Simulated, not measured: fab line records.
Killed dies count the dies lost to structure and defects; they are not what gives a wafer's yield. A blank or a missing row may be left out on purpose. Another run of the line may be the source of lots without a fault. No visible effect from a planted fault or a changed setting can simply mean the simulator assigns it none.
What tool caused it? -- flow berkeley cmos170 -- 14 lots with 42 wafers sampled at 3 steps, on a route of 331 steps

== WHAT THE GAUGES SHOWED, per wafer ==
UCB170_NWELL_THK_MEAS_02.
lot,measured,on,NWELL_OXIDE_THK (nm)
L985,day 1 22:19,film metro-01,26.1 26.6 26.7
L986,day 2 06:33,film metro-03,26.2 26.1 26.0
L987,day 2 10:54,film metro-03,26.1 26.6 26.1
L989,day 2 22:07,film metro-03,26.7 26.7 26.9
L993,day 3 21:20,film metro-03,25.4 25.7 25.8
L997,day 4 08:46,film metro-04,26.3 25.8 26.0
L998,day 4 18:07,film metro-03,26.3 26.5 26.9
L999,day 4 18:08,film metro-04,26.3 26.1 26.3
L102,day 5 12:09,film metro-01,26.3 25.6 25.9
L103,day 5 15:40,film metro-03,25.5 25.8 25.8
L105,day 6 02:04,film metro-03,26.1 26.4 26.4
L106,day 6 08:40,film metro-04,26.5 26.6 27.0
L107,day 6 16:28,film metro-04,26.4 26.5 26.2
L108,day 6 16:28,film metro-01,26.1 25.8 26.1

UCB170_PWELL_THK_MEAS_03.
lot,measured,on,PWELL_OXIDE_THK (nm)
L985,day 2 15:00,film metro-02,26.6 26.7 26.8
L986,day 3 00:44,film metro-03,27.2 26.6 27.0
L987,day 3 00:44,film metro-04,26.6 26.0 26.2
L989,day 3 19:26,film metro-02,37.9 38.3 38.2 37.8 38.2 38.2
L993,day 4 18:14,film metro-04,39.0 39.0 39.7 39.0 39.0 39.7
L997,day 5 00:02,film metro-03,25.5 25.8 25.8
L998,day 5 13:31,film metro-02,26.4 25.9 26.6
L999,day 5 13:31,film metro-03,26.5 26.2 26.3
L102,day 6 07:13,film metro-03,26.3 26.3 26.0
L103,day 6 07:13,film metro-02,26.4 26.2 27.0
L105,day 6 20:31,film metro-03,26.8 26.4 26.6
L106,day 7 01:17,film metro-03,26.4 26.1 26.4
L107,day 7 08:04,film metro-03,26.5 26.5 26.7
L108,day 7 08:04,film metro-04,25.9 26.0 25.9

== TOOL THAT RAN EACH LOT (tool first, then ch and the chambers of the sampled wafers, then the start) ==
lot,UCB170_PWELL_OXIDATION_02
L985,"furnace-03 ch 0, day 2 13:39"
L986,"furnace-02 ch 0, day 2 23:23"
L987,"furnace-02 ch 0, day 2 23:23"
L989,"furnace-02 ch 0, day 3 15:29"
L993,"furnace-03 ch 0, day 4 14:02"
L997,"furnace-02 ch 0, day 4 22:41"
L998,"furnace-03 ch 0, day 5 12:09"
L999,"furnace-03 ch 0, day 5 12:09"
L102,"furnace-02 ch 0, day 6 05:52"
L103,"furnace-02 ch 0, day 6 05:52"
L105,"furnace-01 ch 0, day 6 19:09"
L106,"furnace-03 ch 0, day 6 23:56"
L107,"furnace-03 ch 0, day 7 06:42"
L108,"furnace-03 ch 0, day 7 06:42"
- UCB170_PWELL_OXIDATION_02: target thk 26.4 nm, ox time 1260 s.

== WHAT THE TOOLS THEMSELVES READ (means of the sampled wafers that have a number; where no wafer has one, the mark that the record gives instead) ==
UCB170_PWELL_OXIDATION_02.
lot,tool,zone power centre pct (%)
L985,furnace-03,48.8
L986,furnace-02,48.2
L987,furnace-02,48.0
L989,furnace-02,48.4
L993,furnace-03,48.3
L997,furnace-02,48.4
L998,furnace-03,48.3
L999,furnace-03,48.6
L102,furnace-02,48.3
L103,furnace-02,48.0
L105,furnace-01,48.0
L106,furnace-03,48.4
L107,furnace-03,48.3
L108,furnace-03,48.4

== THE ANSWER, worked out from the rows above alone ==
Rule: the lots themselves supply what counts as usual. The widest of any qualifying gaps counts: lots, ordered by their means at a reading, are off when they make up no more than a third of the lots, leave a main group of 4 or more, and stand apart from it by 3 or more times the standard deviation of that group's means. The tables above print the reading to a certain number of digits; a main group whose means all agree to those digits is not used. A lot without any number at a reading at which 4 lots or more have one is off too. Where the step has rows for the other lots, those lots are counted as sound. After the gauges, taken in route order, come the tools' own readings; for these a lot's mean is taken, as printed above. At the first step where some lot is off, the reading lying furthest off is the one used; lots without a number count as furthest.
Off: L989, L993, at UCB170_PWELL_THK_MEAS_03 (PWELL_OXIDE_THK). The main group: mean 26.4 nm, standard deviation 0.32.
A tool fits if, at a process step before that reading, it ran every lot that is off, and no sound lot after the first of them. The gauges at UCB170_PWELL_THK_MEAS_03 are tried like those tools. No candidate that was tried fits.

== WHAT THE SIMULATOR HAD PUT IN ==
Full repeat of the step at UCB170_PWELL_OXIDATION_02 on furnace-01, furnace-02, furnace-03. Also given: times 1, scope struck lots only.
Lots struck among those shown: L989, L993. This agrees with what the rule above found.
